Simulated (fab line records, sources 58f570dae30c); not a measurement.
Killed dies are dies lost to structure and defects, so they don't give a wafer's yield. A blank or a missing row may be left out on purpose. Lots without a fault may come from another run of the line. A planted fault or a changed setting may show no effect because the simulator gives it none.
A struck lot beside a sound one | flow berkeley_cmos170 | 14 steps out of a route of 331
Sound: wafers L751.3, L751.4, L751.6. Struck: wafers L757.1, L757.3, L757.4. The cause comes at the end.
At each step with rows: each side's tool, then ch and its chambers, then its first start. Under that, the readings that differ: sound wafers | struck wafers | difference of the means | sigmas: that difference in standard deviations of wafers without a fault.
alike: readings whose means differ by less than 2 such deviations, and words and numbers that are the same on both sides. not compared: withheld readings, readings that some wafer has no value for, bounds like >300 that may hide the same value, and numbers for which the record gives no deviation and whose values overlap.
The two part at a step that has a row with sigmas, a row that says differs or no value, or rows on one side only. Numbers that don't overlap but have no deviation are shown without sigmas and don't part them. A reading that every wafer of one side lacks parts them only if that side has two wafers or more.

first, 2 steps without rows for these wafers: UCB170_GATE_ANNEAL_03 (time 1800 s); UCB170_GATE_CVD_04 (deposits poly-Si from SiH4, time 1440 s, target thk 214 nm).
UCB170_GATE_THK_MEAS_05:
  sound on film_metro-01, day 7 20:15; struck on film_metro-04, day 8 19:40
  alike: GATE_POLY_THK
then, 6 steps without rows for these wafers: UCB170_GATE_COAT_06; UCB170_GATE_COAT_07 (resist thk 900 nm); UCB170_GATE_SOFTBAKE_08 (time 60 s); UCB170_GATE_EXPOSE_09 (exposes mask POLY, target cd 350 nm); UCB170_GATE_PEB_10; UCB170_GATE_DEVELOP_11 (develop time 45 s).
UCB170_GATE_CD_MEAS_12: target cd 350 nm.
  sound on cd_sem-01, day 7 21:22; struck on cd_sem-01, day 8 21:12
  alike: cd_nm
UCB170_GATE_OVL_MEAS_13:
  sound on overlay-01, day 7 21:28; struck on overlay-02, day 8 21:19
  alike: GATE_OVL
UCB170_GATE_ETCH_14: etches BARC in N2/H2.
  sound on rie_diel-02 ch 0,1,2, day 7 21:29; struck on rie_diel-02 ch 0,2,3, day 8 21:22
  alike: drypump_motor_current_A, oes_product_au, throttle_valve_pct
UCB170_GATE_ETCH_15: etches poly-Si in HBr/Cl2, stops on SiO2, time 56.3 s, target depth 278.2 nm.
  sound on rie_si-01 ch 1,3, day 7 21:32; struck on rie_si-02 ch 0,1,2, day 8 21:24
  reading                               | sound             | struck            | difference | sigmas
  oes_product_au (a.u.)                 | 0.840 0.828 0.840 | 0.986 1.007 0.993 | +0.159     | +16
  run_length_s (s)                      | 84.6 84.4 84.5    | 62.6 62.9 62.4    | -21.9      | -38
  model.KrF_of_GATE_COAT_07.thk_nm (nm) | 780.6 777 777.4   | 818.2 815.9 822.3 | +40.5      |
  model.GATE.feature_depth_nm (nm)      | 214.8 212.2 212.2 | 164.4 169.7 165.3 | -46.6      |
  model.etch.depth_nm (nm)              | 214.7 212.2 212.1 | 164.4 169.7 165.3 | -46.5      |
  alike: drypump_motor_current_A, throttle_valve_pct
  not compared: rf_hours_counter_h
UCB170_GATE_STRIP_16: strips in O2.
  sound on plasma_asher-02 ch 0,1, day 7 21:37; struck on plasma_asher-04 ch 0,1, day 8 21:27
  alike: drypump_motor_current_A, oes_product_au
  not compared: rf_hours_counter_h

WHERE THEY PART
Only at UCB170_GATE_ETCH_15, within this record. Later steps at which nothing parts them and some readings are alike: UCB170_GATE_STRIP_16.

WHY: what the simulator had put in
Process parameter drift: rie_si-02, from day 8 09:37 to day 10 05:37, at UCB170_GATE_ETCH_15. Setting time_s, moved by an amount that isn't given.
